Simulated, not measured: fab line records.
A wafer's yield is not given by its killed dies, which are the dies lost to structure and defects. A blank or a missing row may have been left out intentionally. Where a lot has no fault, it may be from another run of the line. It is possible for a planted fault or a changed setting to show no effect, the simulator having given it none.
fab line records + flow rit-cmos
record
- lots=5
- wafers=15
- last-day=6
route steps=202 shown CONTACT@181 M1@184
lots untouched by any fault: they come from a run of this same line in which no faults occurred
start-h: hours from the record's opening day to when the first of the lot's shown wafers began + wait-h: time in hours since the lot's previous step + " as in the row above + L1.1+2: a row that stands for several wafers + - value missing, or start not given + * or withheld: withheld + < > ~ a bound
route shown NAME@n: names a module that has steps shown in the file, with the first one's number in the route + usual: mean and standard deviation over wafers with no fault + same: alike in all rows + chamber/n: place in a boat + sites: readings site by site + _std_site: the standard deviation of these + _edge_site: the outer-site mean with the inner-site mean subtracted + radius-mm: how far each site lies from the wafer's centre + mask NAME#n: copy n + behind: tool/chamber where the wafer was last shaped + hold: cause of the lot's hold/its duration in hours/its outcome + device: which transistor (n, p or np) failed to switch + end of line: tests of these same wafers at the route's end + a step given without rows: its recipe and nothing more + killed: dies that structure and defects cost at the first sort, which is not the same as the wafer's yield + map: dies across one wafer; x = killed, . = not, _ = none there
set.NAME: setting as actually run; set.NAME@STEP: the setting as run at that earlier step + model.NAME: the simulator's own value behind a step, which no gauge read
a table for each step, a row for each wafer; lots at some steps of the route
services: when a tool's chamber went out of use (start-h, in hours from the record's first day, below 0 if earlier), for how many hours, and the reason
## steps
# step RIT_CONTACT_CD_MEAS_90
# recipe
- target-cd-nm=1000
# usual
- cd-nm=1000.5/2.2
| lot.wafer | tool      | chamber | start-h | wait-h | cd-nm  |
|-----------|-----------|---------|---------|--------|--------|
| L078.2    | cd-sem-02 | -       | 74.43   | 0.1    | 1003.0 |
| L078.3    | "         | -       | "       | "      | 1001.4 |
| L078.6    | "         | -       | "       | "      | 1002.9 |
| L080.3    | cd-sem-02 | -       | 81.55   | 0.1    | 998.1  |
| L080.4    | "         | -       | "       | "      | 1000.7 |
| L080.5    | "         | -       | "       | "      | 999.0  |
| L084.2    | cd-sem-01 | -       | 102.63  | 0.1    | 999.7  |
| L084.4    | "         | -       | "       | "      | 1000.1 |
| L084.6    | "         | -       | "       | "      | 1001.9 |
| L085.2    | cd-sem-01 | -       | 107.22  | 0.1    | 998.0  |
| L085.3    | "         | -       | "       | "      | 998.3  |
| L085.6    | "         | -       | "       | "      | 997.0  |
| L092.1    | cd-sem-01 | -       | 142.81  | 0.1    | 1003.6 |
| L092.3    | "         | -       | "       | "      | 1001.7 |
| L092.6    | "         | -       | "       | "      | 1003.8 |
# step RIT_CONTACT_CLEAN_13
# recipe
- chemistry=SC1
- mix=3:3:50
- time-s=600
- temp-c=74.14
| lot.wafer  | tool         | chamber | start-h | wait-h |
|------------|--------------|---------|---------|--------|
| L078.2+3+6 | wet-bench-03 | 3       | 74.53   | 0.1    |
| L080.3+4+5 | wet-bench-02 | 1       | 81.63   | 0.1    |
| L084.2+4+6 | wet-bench-01 | 2       | 102.73  | 0.1    |
| L085.2+3+6 | wet-bench-02 | 2       | 107.32  | 0.1    |
| L092.1+3+6 | wet-bench-03 | 2       | 142.93  | 0.1    |
# step RIT_CONTACT_CLEAN_14
# recipe
- chemistry=SC2
- mix=3:3:50
- time-s=600
- temp-c=75
- dry=n2-spin
| lot.wafer  | tool         | chamber | start-h | wait-h |
|------------|--------------|---------|---------|--------|
| L078.2+3+6 | wet-bench-01 | 2       | 74.71   | 0.0    |
| L080.3+4+5 | wet-bench-03 | 0       | 81.81   | 0.0    |
| L084.2+4+6 | wet-bench-02 | 2       | 102.91  | 0.0    |
| L085.2+3+6 | wet-bench-03 | 1       | 107.49  | 0.0    |
| L092.1+3+6 | wet-bench-02 | 0       | 143.12  | 0.0    |
# step RIT_M1_SPUTTER_00
# recipe
- material=Al
- target-thk-nm=400
- power-w=2000
- chamber-pressure-pa=0.4
- gas=Ar
- time-s=500
- substrate-temp-c=25
# usual
- throttle-valve-pct=30.7/0.91
| lot.wafer | tool           | chamber | start-h | wait-h | throttle-valve-pct |
|-----------|----------------|---------|---------|--------|--------------------|
| L078.2    | pvd-sputter-03 | -       | 74.88   | 0.0    | 29.9               |
| L078.3    | "              | -       | "       | "      | 30.7               |
| L078.6    | "              | -       | "       | "      | 30.3               |
| L080.3    | pvd-sputter-03 | -       | 81.98   | 0.0    | 30.7               |
| L080.4    | "              | -       | "       | "      | 32.4               |
| L080.5    | "              | -       | "       | "      | 32.4               |
| L084.2    | pvd-sputter-03 | -       | 103.08  | 0.0    | 32.3               |
| L084.4    | "              | -       | "       | "      | 30.6               |
| L084.6    | "              | -       | "       | "      | 32.4               |
| L085.2    | pvd-sputter-02 | -       | 107.67  | 0.0    | 30.3               |
| L085.3    | "              | -       | "       | "      | 31.4               |
| L085.6    | "              | -       | "       | "      | 31.4               |
| L092.1    | pvd-sputter-04 | -       | 143.30  | 0.0    | 29.7               |
| L092.3    | "              | -       | "       | "      | 28.5               |
| L092.6    | "              | -       | "       | "      | 28.8               |
# step RIT_M1_RS_MEAS_01
# recipe
- thk-meas-gauge=four-point-probe
- reads=Al_of_M1_SPUTTER_00
# usual
- M1_AL_RS=0.0733/0.00076
| lot.wafer | tool          | chamber | start-h | wait-h | M1_AL_RS[ohm/sq] |
|-----------|---------------|---------|---------|--------|------------------|
| L078.2    | film-metro-02 | -       | 75.20   | 0.2    | 0.0720           |
| L078.3    | "             | -       | "       | "      | 0.0728           |
| L078.6    | "             | -       | "       | "      | 0.0726           |
| L080.3    | film-metro-03 | -       | 82.32   | 0.2    | 0.0727           |
| L080.4    | "             | -       | "       | "      | 0.0727           |
| L080.5    | "             | -       | "       | "      | 0.0733           |
| L084.2    | film-metro-02 | -       | 103.40  | 0.2    | 0.0729           |
| L084.4    | "             | -       | "       | "      | 0.0732           |
| L084.6    | "             | -       | "       | "      | 0.0732           |
| L085.2    | film-metro-04 | -       | 107.98  | 0.2    | 0.0745           |
| L085.3    | "             | -       | "       | "      | 0.0741           |
| L085.6    | "             | -       | "       | "      | 0.0744           |
| L092.1    | film-metro-02 | -       | 143.59  | 0.1    | 0.0720           |
| L092.3    | "             | -       | "       | "      | 0.0733           |
| L092.6    | "             | -       | "       | "      | 0.0726           |
# step RIT_M1_THK_MEAS_02
# recipe
- thk-meas-gauge=xrf
- reads=Al_of_M1_SPUTTER_00
# usual
- M1_AL_THK=405/4.4
| lot.wafer | tool          | chamber | start-h | wait-h | M1_AL_THK[nm] |
|-----------|---------------|---------|---------|--------|---------------|
| L078.2    | film-metro-02 | -       | 75.31   | 0.1    | 412           |
| L078.3    | "             | -       | "       | "      | 409           |
| L078.6    | "             | -       | "       | "      | 411           |
| L080.3    | film-metro-03 | -       | 82.42   | 0.1    | 408           |
| L080.4    | "             | -       | "       | "      | 407           |
| L080.5    | "             | -       | "       | "      | 408           |
| L084.2    | film-metro-02 | -       | 103.51  | 0.1    | 406           |
| L084.4    | "             | -       | "       | "      | 407           |
| L084.6    | "             | -       | "       | "      | 406           |
| L085.2    | film-metro-04 | -       | 108.09  | 0.1    | 398           |
| L085.3    | "             | -       | "       | "      | 402           |
| L085.6    | "             | -       | "       | "      | 399           |
| L092.1    | film-metro-02 | -       | 143.71  | 0.1    | 412           |
| L092.3    | "             | -       | "       | "      | 407           |
| L092.6    | "             | -       | "       | "      | 410           |
# step RIT_M1_HMDS_03
# recipe
- prime-time-s=60
- prime-temp-c=140
# same
- prime-time-s=60
| lot.wafer  | tool           | chamber | start-h | wait-h |
|------------|----------------|---------|---------|--------|
| L078.2+3+6 | litho-track-04 | 0       | 75.38   | 0.1    |
| L080.3+4+5 | litho-track-02 | 0       | 82.51   | 0.1    |
| L084.2+4+6 | litho-track-01 | 0       | 103.58  | 0.1    |
| L085.2+3+6 | litho-track-02 | 0       | 108.16  | 0.1    |
| L092.1+3+6 | litho-track-01 | 0       | 143.77  | 0.1    |
# step RIT_M1_COAT_04
# recipe
- resist=NOVOLAK
- spin-rpm=2000
- resist-thk-nm=1300
| lot.wafer  | tool           | chamber | start-h | wait-h |
|------------|----------------|---------|---------|--------|
| L078.2+3+6 | litho-track-04 | 0       | 75.53   | 0.1    |
| L080.3+4+5 | litho-track-02 | 0       | 82.66   | 0.1    |
| L084.2+4+6 | litho-track-01 | 0       | 103.73  | 0.1    |
| L085.2+3+6 | litho-track-02 | 0       | 108.31  | 0.1    |
| L092.1+3+6 | litho-track-01 | 0       | 143.92  | 0.1    |
# step RIT_M1_SOFTBAKE_05
# recipe
- resist=NOVOLAK
- temp-c=90
- time-s=60
| lot.wafer  | tool           | chamber | start-h | wait-h |
|------------|----------------|---------|---------|--------|
| L078.2+3+6 | litho-track-04 | 0       | 75.68   | 0.1    |
| L080.3+4+5 | litho-track-02 | 0       | 82.81   | 0.1    |
| L084.2+4+6 | litho-track-01 | 0       | 103.88  | 0.1    |
| L085.2+3+6 | litho-track-02 | 0       | 108.46  | 0.1    |
| L092.1+3+6 | litho-track-01 | 0       | 144.07  | 0.1    |
# step RIT_M1_EXPOSE_06
# recipe
- mask-id=M12
- na=0.6
- source-shape=conventional
- sigma-outer=0.5
- target-cd-nm=2600
- dose-mj=250
| lot.wafer  | tool             | chamber | start-h | wait-h | mask  |
|------------|------------------|---------|---------|--------|-------|
| L078.2+3+6 | iline-stepper-01 | 0       | 75.82   | 0.1    | M12#0 |
| L080.3+4+5 | iline-stepper-01 | 0       | 82.95   | 0.1    | M12#0 |
| L084.2+4+6 | iline-stepper-01 | 0       | 104.02  | 0.1    | M12#0 |
| L085.2+3+6 | iline-stepper-01 | 0       | 108.61  | 0.1    | M12#0 |
| L092.1+3+6 | iline-stepper-02 | 0       | 144.22  | 0.1    | M12#0 |
# step RIT_M1_PEB_07
# recipe
- resist=NOVOLAK
- temp-c=withheld
- time-s=withheld
| lot.wafer  | tool           | chamber | start-h | wait-h |
|------------|----------------|---------|---------|--------|
| L078.2+3+6 | litho-track-01 | 0       | 76.01   | 0.2    |
| L080.3+4+5 | litho-track-04 | 0       | 83.07   | 0.1    |
| L084.2+4+6 | litho-track-02 | 0       | 104.15  | 0.1    |
| L085.2+3+6 | litho-track-01 | 0       | 108.73  | 0.1    |
| L092.1+3+6 | litho-track-04 | 0       | 144.34  | 0.1    |
# step RIT_M1_DEVELOP_08
# recipe
- resist=NOVOLAK
- develop-time-s=68
- dev-temp-c=23
| lot.wafer  | tool           | chamber | start-h | wait-h |
|------------|----------------|---------|---------|--------|
| L078.2+3+6 | litho-track-01 | 0       | -       | -      |
| L080.3+4+5 | litho-track-04 | 0       | -       | -      |
| L084.2+4+6 | litho-track-02 | 0       | -       | -      |
| L085.2+3+6 | litho-track-01 | 0       | -       | -      |
| L092.1+3+6 | litho-track-04 | 0       | -       | -      |
# step RIT_M1_CD_MEAS_09
# recipe
- target-cd-nm=2600
# usual
- cd-nm=2600.3/2.4
| lot.wafer | tool      | chamber | start-h | wait-h | cd-nm  |
|-----------|-----------|---------|---------|--------|--------|
| L078.2    | cd-sem-02 | -       | 76.32   | -      | 2599.7 |
| L078.3    | "         | -       | "       | "      | 2601.9 |
| L078.6    | "         | -       | "       | "      | 2600.2 |
| L080.3    | cd-sem-01 | -       | 83.38   | -      | 2600.4 |
| L080.4    | "         | -       | "       | "      | 2600.7 |
| L080.5    | "         | -       | "       | "      | 2599.6 |
| L084.2    | cd-sem-02 | -       | 104.46  | -      | 2598.6 |
| L084.4    | "         | -       | "       | "      | 2599.9 |
| L084.6    | "         | -       | "       | "      | 2599.9 |
| L085.2    | cd-sem-02 | -       | 109.04  | -      | 2599.7 |
| L085.3    | "         | -       | "       | "      | 2597.7 |
| L085.6    | "         | -       | "       | "      | 2598.4 |
| L092.1    | cd-sem-02 | -       | 144.65  | -      | 2597.4 |
| L092.3    | "         | -       | "       | "      | 2596.3 |
| L092.6    | "         | -       | "       | "      | 2594.9 |
# step RIT_M1_OVL_MEAS_10
# usual
- M1_OVL=-0.5/1.5
| lot.wafer | tool       | chamber | start-h | wait-h | M1_OVL[nm] |
|-----------|------------|---------|---------|--------|------------|
| L078.2    | overlay-02 | -       | 76.43   | 0.1    | 0.3        |
| L078.3    | "          | -       | "       | "      | 1.3        |
| L078.6    | "          | -       | "       | "      | 0.3        |
| L080.3    | overlay-01 | -       | 83.47   | 0.1    | -2.5       |
| L080.4    | "          | -       | "       | "      | -1.6       |
| L080.5    | "          | -       | "       | "      | -2.1       |
| L084.2    | overlay-01 | -       | 104.56  | 0.1    | 0.8        |
| L084.4    | "          | -       | "       | "      | 0.6        |
| L084.6    | "          | -       | "       | "      | 0.8        |
| L085.2    | overlay-01 | -       | 109.15  | 0.1    | -1.7       |
| L085.3    | "          | -       | "       | "      | 1.2        |
| L085.6    | "          | -       | "       | "      | 2.0        |
| L092.1    | overlay-01 | -       | 144.77  | 0.1    | 2.0        |
| L092.3    | "          | -       | "       | "      | 2.0        |
| L092.6    | "          | -       | "       | "      | 2.1        |
# step RIT_M1_HARDBAKE_11
# recipe
- resist=NOVOLAK
- temp-c=140
- time-s=120
| lot.wafer  | tool           | chamber | start-h | wait-h |
|------------|----------------|---------|---------|--------|
| L078.2+3+6 | litho-track-04 | 0       | 76.50   | 0.1    |
| L080.3+4+5 | litho-track-01 | 0       | 83.58   | 0.1    |
| L084.2+4+6 | litho-track-02 | 0       | 104.63  | 0.1    |
| L085.2+3+6 | litho-track-02 | 0       | 109.22  | 0.1    |
| L092.1+3+6 | litho-track-01 | 0       | 144.81  | 0.0    |
# step RIT_M1_METAL_ETCH_12
# recipe
- stop-on=SiO2
- chemistry=Cl2/BCl3
- target=Al
- time-s=165
- over-etch-frac=0.5
- pressure-mtorr=100
- target-depth-a=6000
- rf-w=253
- Cl2_flow_sccm=60
- bcl3-flow-sccm=50
# usual
- drypump-motor-current-A=5.66/0.27
- oes-product-au=0.776/0.013
- throttle-valve-pct=8.30/0.14
| lot.wafer | tool         | chamber | start-h | wait-h | drypump-motor-current-A | oes-product-au | rf-hours-counter-h | throttle-valve-pct |
|-----------|--------------|---------|---------|--------|-------------------------|----------------|--------------------|--------------------|
| L078.2    | rie-metal-01 | 1       | 76.71   | 0.2    | 5.16                    | 0.761          | 4.5                | 8.38               |
| L078.3    | "            | 1       | "       | "      | 5.16                    | 0.760          | -                  | 8.39               |
| L078.6    | "            | 0       | "       | "      | 5.87                    | 0.794          | -                  | 8.13               |
| L080.3    | rie-metal-03 | 0       | 83.80   | 0.2    | 5.87                    | 0.768          | -                  | 8.23               |
| L080.4    | "            | 1       | "       | "      | 5.50                    | 0.781          | -                  | 8.27               |
| L080.5    | "            | 1       | "       | "      | 5.47                    | 0.792          | -                  | 8.25               |
| L084.2    | rie-metal-01 | 0       | 104.84  | 0.2    | 5.83                    | 0.790          | 4.9                | 8.11               |
| L084.4    | "            | 1       | "       | "      | 5.12                    | 0.756          | -                  | 8.38               |
| L084.6    | "            | 0       | "       | "      | 5.80                    | 0.789          | -                  | 8.10               |
| L085.2    | rie-metal-02 | 1       | 109.43  | 0.2    | 5.89                    | 0.776          | 1.1                | 8.55               |
| L085.3    | "            | 0       | "       | "      | 5.70                    | 0.783          | -                  | 8.24               |
| L085.6    | "            | 1       | "       | "      | 5.85                    | 0.770          | -                  | 8.56               |
| L092.1    | rie-metal-03 | 1       | 145.06  | 0.2    | 5.50                    | 0.790          | 3.1                | 8.26               |
| L092.3    | "            | 1       | "       | "      | 5.49                    | 0.785          | -                  | 8.25               |
| L092.6    | "            | 1       | "       | "      | 5.49                    | 0.785          | -                  | 8.24               |
# step RIT_M1_STRIP_13
# recipe
- chemistry=nmp
- resist=NOVOLAK
- temp-c=80
- time-s=600
- dry=n2-spin
| lot.wafer  | tool         | chamber | start-h | wait-h |
|------------|--------------|---------|---------|--------|
| L078.2+3+6 | wet-bench-04 | 3       | 76.87   | 0.1    |
| L080.3+4+5 | wet-bench-02 | 0       | 83.91   | 0.1    |
| L084.2+4+6 | wet-bench-02 | 3       | 105.00  | 0.1    |
| L085.2+3+6 | wet-bench-03 | 2       | 109.64  | 0.1    |
| L092.1+3+6 | wet-bench-02 | 0       | 145.22  | 0.1    |
# step RIT_M1_STRIP_14
# recipe
- chemistry=O2
- time-s=180
- platen-temp-c=withheld
- power-w=500
- pressure-mtorr=4000
- o2-flow-sccm=4000
# usual
- drypump-motor-current-A=5.82/0.25
| lot.wafer | tool            | chamber | start-h | wait-h | drypump-motor-current-A | rf-hours-counter-h |
|-----------|-----------------|---------|---------|--------|-------------------------|--------------------|
| L078.2    | plasma-asher-03 | 1       | 77.04   | 0.0    | 5.42                    | 46                 |
| L078.3    | "               | 0       | "       | "      | 5.98                    | -                  |
| L078.6    | "               | 1       | "       | "      | 5.44                    | -                  |
| L080.3    | plasma-asher-01 | 0       | 84.14   | 0.1    | 6.18                    | -                  |
| L080.4    | "               | 1       | "       | "      | 5.74                    | -                  |
| L080.5    | "               | 0       | "       | "      | 6.16                    | -                  |
| L084.2    | plasma-asher-02 | 1       | 105.18  | 0.0    | 5.57                    | 39                 |
| L084.4    | "               | 0       | "       | "      | 5.61                    | -                  |
| L084.6    | "               | 0       | "       | "      | 5.61                    | -                  |
| L085.2    | plasma-asher-03 | 0       | 109.82  | 0.0    | 5.96                    | 47                 |
| L085.3    | "               | 1       | "       | "      | 5.47                    | -                  |
| L085.6    | "               | 1       | "       | "      | 5.45                    | -                  |
| L092.1    | plasma-asher-01 | 0       | 145.40  | 0.0    | 6.17                    | 38                 |
| L092.3    | "               | 0       | "       | "      | 6.16                    | -                  |
| L092.6    | "               | 0       | "       | "      | 6.17                    | -                  |
# step RIT_M1_CD_MEAS_90
# recipe
- target-cd-nm=2600
# usual
- cd-nm=2599.9/2.8
| lot.wafer | tool      | chamber | start-h | wait-h | cd-nm  |
|-----------|-----------|---------|---------|--------|--------|
| L078.2    | cd-sem-02 | -       | 77.24   | 0.1    | 2599.7 |
| L078.3    | "         | -       | "       | "      | 2602.3 |
| L078.6    | "         | -       | "       | "      | 2599.0 |
| L080.3    | cd-sem-02 | -       | 84.30   | 0.1    | 2599.9 |
| L080.4    | "         | -       | "       | "      | 2600.7 |
| L080.5    | "         | -       | "       | "      | 2600.1 |
| L084.2    | cd-sem-01 | -       | 105.37  | 0.1    | 2597.2 |
| L084.4    | "         | -       | "       | "      | 2598.8 |
| L084.6    | "         | -       | "       | "      | 2599.6 |
| L085.2    | cd-sem-02 | -       | 110.01  | 0.1    | 2598.9 |
| L085.3    | "         | -       | "       | "      | 2595.8 |
| L085.6    | "         | -       | "       | "      | 2598.4 |
| L092.1    | cd-sem-01 | -       | 145.57  | 0.1    | 2596.0 |
| L092.3    | "         | -       | "       | "      | 2593.8 |
| L092.6    | "         | -       | "       | "      | 2593.6 |
# step RIT_M1_ANNEAL_15
# recipe
- temp-c=450
- time-s=1800
- ambient=forming_gas_H2N2
# usual
- tube-center-temp-C=450/0.042
| lot.wafer | tool | chamber | start-h | wait-h | tube-center-temp-C |
|-----------|------|---------|---------|--------|--------------------|
| L078.2    | -    | -       | 77.34   | 0.1    | 450                |
| L078.3    | "    | -       | "       | "      | 450.08             |
| L078.6    | "    | -       | "       | "      | 449.97             |
| L080.3    | -    | -       | 84.38   | 0.1    | 450.05             |
| L080.4    | "    | -       | "       | "      | 450.01             |
| L080.5    | "    | -       | "       | "      | 450                |
| L084.2    | -    | -       | 105.47  | 0.1    | 450.05             |
| L084.4    | "    | -       | "       | "      | 449.99             |
| L084.6    | "    | -       | "       | "      | 449.99             |
| L085.2    | -    | -       | 110.11  | 0.1    | 450.01             |
| L085.3    | "    | -       | "       | "      | 449.97             |
| L085.6    | "    | -       | "       | "      | 450.11             |
| L092.1    | -    | -       | 146.24  | 0.7    | 450.02             |
| L092.3    | "    | -       | "       | "      | 450.07             |
| L092.6    | "    | -       | "       | "      | 449.9              |
# step RIT_M1_BOW_MEAS_16
# recipe
- mode=bow
# usual
- M1_BOW=16/6.4
| lot.wafer | tool          | chamber | start-h | wait-h | M1_BOW[um] |
|-----------|---------------|---------|---------|--------|------------|
| L078.2    | film-metro-04 | -       | 78.86   | 0.0    | 19         |
| L078.3    | "             | -       | "       | "      | 9          |
| L078.6    | "             | -       | "       | "      | 9          |
| L080.3    | film-metro-02 | -       | 85.92   | 0.0    | 24         |
| L080.4    | "             | -       | "       | "      | 28         |
| L080.5    | "             | -       | "       | "      | 21         |
| L084.2    | film-metro-03 | -       | 106.99  | 0.0    | 7          |
| L084.4    | "             | -       | "       | "      | 6          |
| L084.6    | "             | -       | "       | "      | 9          |
| L085.2    | film-metro-04 | -       | 111.63  | 0.0    | 7          |
| L085.3    | "             | -       | "       | "      | 9          |
| L085.6    | "             | -       | "       | "      | 4          |
| L092.1    | film-metro-03 | -       | 147.74  | 0.0    | 17         |
| L092.3    | "             | -       | "       | "      | 3          |
| L092.6    | "             | -       | "       | "      | 15         |
# step RIT_M1_PROBE_99
# usual
- defect-limited-yield=97.5/1.2
- killed-at-front-end=7/3
- killed-dies=7/3
- killed-open=3.2/1.8
- killed-short=3.5/2.1
- sort_bin_3_pad_short=0.1/0.2
- sort_bin_5_function=1.5/0.92
- sort_bin_6_memory=0.9/0.6
- sort-n-pass=257/3
- sort-yield-pct=97.5/1.2
# same
- gross-dies=264
- killed_at_M0_to_M3=0
- killed_at_M4_up=0
- killed-at-back-side=0
- killed-at-contacts=0
- killed-at-other=0
| lot.wafer | tool      | chamber | start-h | wait-h | defect-limited-yield[%] | killed-at-front-end | killed-dies | killed-open | killed-short | sort_bin_3_pad_short[%] | sort_bin_5_function[%] | sort_bin_6_memory[%] | sort-n-pass | sort-yield-pct[%] |
|-----------|-----------|---------|---------|--------|-------------------------|---------------------|-------------|-------------|--------------|-------------------------|------------------------|----------------------|-------------|-------------------|
| L078.2    | prober-01 | -       | 79.01   | 0.1    | 97.7                    | 6                   | 6           | 3           | 3            | 0.4                     | 1.1                    | 0.8                  | 258         | 97.7              |
| L078.3    | prober-01 | -       | 79.06   | 0.2    | 97.0                    | 8                   | 8           | 2           | 6            | 0                       | 1.9                    | 1.1                  | 256         | 97.0              |
| L078.6    | prober-01 | -       | 79.21   | 0.2    | 98.1                    | 5                   | 5           | 5           | 0            | 0                       | 1.5                    | 0.4                  | 259         | 98.1              |
| L080.3    | prober-02 | -       | 86.10   | 0.2    | 96.2                    | 10                  | 10          | 7           | 3            | 0                       | 1.5                    | 2.3                  | 254         | 96.2              |
| L080.4    | prober-02 | -       | 86.15   | 0.2    | 97.3                    | 7                   | 7           | 3           | 4            | 0                       | 2.3                    | 0.4                  | 257         | 97.3              |
| L080.5    | prober-02 | -       | 86.20   | 0.2    | 95.5                    | 12                  | 12          | 5           | 7            | 0                       | 2.3                    | 2.3                  | 252         | 95.5              |
| L084.2    | prober-02 | -       | 107.14  | 0.1    | 98.5                    | 4                   | 4           | 3           | 1            | 0                       | 1.1                    | 0.4                  | 260         | 98.5              |
| L084.4    | prober-02 | -       | 107.24  | 0.2    | 97.3                    | 7                   | 7           | 3           | 4            | 0                       | 1.1                    | 1.5                  | 257         | 97.3              |
| L084.6    | prober-02 | -       | 107.34  | 0.2    | 99.2                    | 2                   | 2           | 0           | 2            | 0                       | 0                      | 0.8                  | 262         | 99.2              |
| L085.2    | prober-01 | -       | 111.78  | 0.1    | 97.0                    | 8                   | 8           | 4           | 4            | 0                       | 2.7                    | 0.4                  | 256         | 97.0              |
| L085.3    | prober-01 | -       | 111.83  | 0.2    | 96.6                    | 9                   | 9           | 6           | 3            | 0                       | 2.3                    | 1.1                  | 255         | 96.6              |
| L085.6    | prober-01 | -       | 111.98  | 0.2    | 98.9                    | 3                   | 3           | 0           | 3            | 0                       | 1.1                    | 0                    | 261         | 98.9              |
| L092.1    | prober-02 | -       | 147.86  | 0.1    | 98.9                    | 3                   | 3           | 1           | 2            | 0                       | 0.4                    | 0.8                  | 261         | 98.9              |
| L092.3    | prober-02 | -       | 147.96  | 0.2    | 96.2                    | 10                  | 10          | 7           | 3            | 0                       | 1.9                    | 1.9                  | 254         | 96.2              |
| L092.6    | prober-02 | -       | 148.11  | 0.2    | 96.6                    | 9                   | 9           | 6           | 3            | 0.8                     | 1.9                    | 0.8                  | 255         | 96.6              |
# killed by level:class
L078.2 SILICIDE:geometric-particle:short=2 FOX2:geometric-particle:open=1 GATE:geometric-particle:open=1 REOX:geometric-particle:short=1 SILICIDE:geometric-particle:open=1
L078.3 GATE:geometric-particle:short=3 SPACER:geometric-particle:short=2 FOX2:geometric-particle:open=1 FOX2:geometric-particle:short=1 SPACER:geometric-particle:open=1
L078.6 GATE:geometric-particle:open=3 FOX2:geometric-particle:open=1 REOX:geometric-particle:open=1
L080.3 GATE:geometric-particle:open=3 GATE:geometric-particle:short=2 FOX1:geometric-particle:open=1 FOX2:geometric-particle:open=1 REOX:geometric-particle:open=1 SILICIDE:geometric-particle:open=1 SILICIDE:geometric-particle:short=1
L080.4 GATE:geometric-particle:short=3 REOX:geometric-particle:open=2 SILICIDE:geometric-particle:short=1 SILICIDE:geometric-particle:open=1
L080.5 GATE:geometric-particle:open=2 GATE:geometric-particle:short=2 SPACER:geometric-particle:short=2 FOX1:geometric-particle:open=1 FOX1:geometric-particle:short=1 FOX2:geometric-particle:short=1 REOX:geometric-particle:short=1 SPACER:geometric-particle:open=1
L084.2 FOX1:geometric-particle:open=2 FOX1:geometric-particle:short=1 SILICIDE:geometric-particle:open=1
L084.4 FOX1:geometric-particle:short=2 FOX1:geometric-particle:open=1 FOX2:geometric-particle:open=1 FOX2:geometric-particle:short=1 REOX:geometric-particle:open=1 SILICIDE:geometric-particle:short=1
L084.6 GATE:geometric-particle:short=1 SPACER:geometric-particle:short=1
L085.2 FOX1:geometric-particle:short=2 GATE:geometric-particle:open=2 FOX1:geometric-particle:open=1 GATE:geometric-particle:short=1 REOX:geometric-particle:open=1 SPACER:geometric-particle:short=1
L085.3 SPACER:geometric-particle:open=4 REOX:geometric-particle:short=2 FOX1:geometric-particle:open=2 GATE:geometric-particle:short=1
L085.6 FOX2:geometric-particle:short=2 GATE:geometric-particle:short=1
L092.1 FOX1:geometric-particle:open=1 GATE:geometric-particle:short=1 SILICIDE:geometric-particle:short=1
L092.3 GATE:geometric-particle:open=4 FOX2:geometric-particle:open=3 GATE:geometric-particle:short=2 SILICIDE:geometric-particle:short=1
L092.6 FOX1:geometric-particle:open=2 FOX2:geometric-particle:open=2 GATE:geometric-particle:open=2 FOX1:geometric-particle:short=1 FOX2:geometric-particle:short=1 SPACER:geometric-particle:short=1
## services
| tool             | chamber | start-h | hours | kind       |
|------------------|---------|---------|-------|------------|
| plasma-asher-03  | -       | 60.21   | 2.8   | pm         |
| rie-metal-02     | -       | 64.48   | 0.8   | repair     |
| rie-metal-03     | 1       | 68.33   | 10.2  | repair     |
| rie-metal-02     | 1       | 69.28   | 1.9   | repair     |
| iline-stepper-01 | -       | 73.18   | 1.7   | pm         |
| plasma-asher-03  | -       | 81.50   | 28.1  | pm         |
| pvd-sputter-04   | -       | 86.09   | 1.1   | repair     |
| iline-stepper-02 | -       | 98.88   | 1.7   | pm         |
| plasma-asher-02  | -       | 108.75  | 9.0   | pm         |
| plasma-asher-02  | 0       | 108.75  | 9.0   | vent-cycle |
| plasma-asher-02  | 1       | 108.75  | 9.0   | vent-cycle |
| rie-metal-03     | -       | 109.74  | 0.2   | repair     |
| rie-metal-01     | -       | 113.37  | 4.3   | pm         |
| plasma-asher-02  | 0       | 117.75  | -     | clean      |
| plasma-asher-02  | 1       | 117.75  | -     | clean      |
| plasma-asher-03  | -       | 131.59  | 9.1   | repair     |
| iline-stepper-01 | -       | 132.08  | 9.8   | repair     |
| wet-bench-02     | -       | 136.28  | 1.9   | repair     |
| pvd-sputter-04   | -       | 144.10  | 7.5   | repair     |
## key
fault none
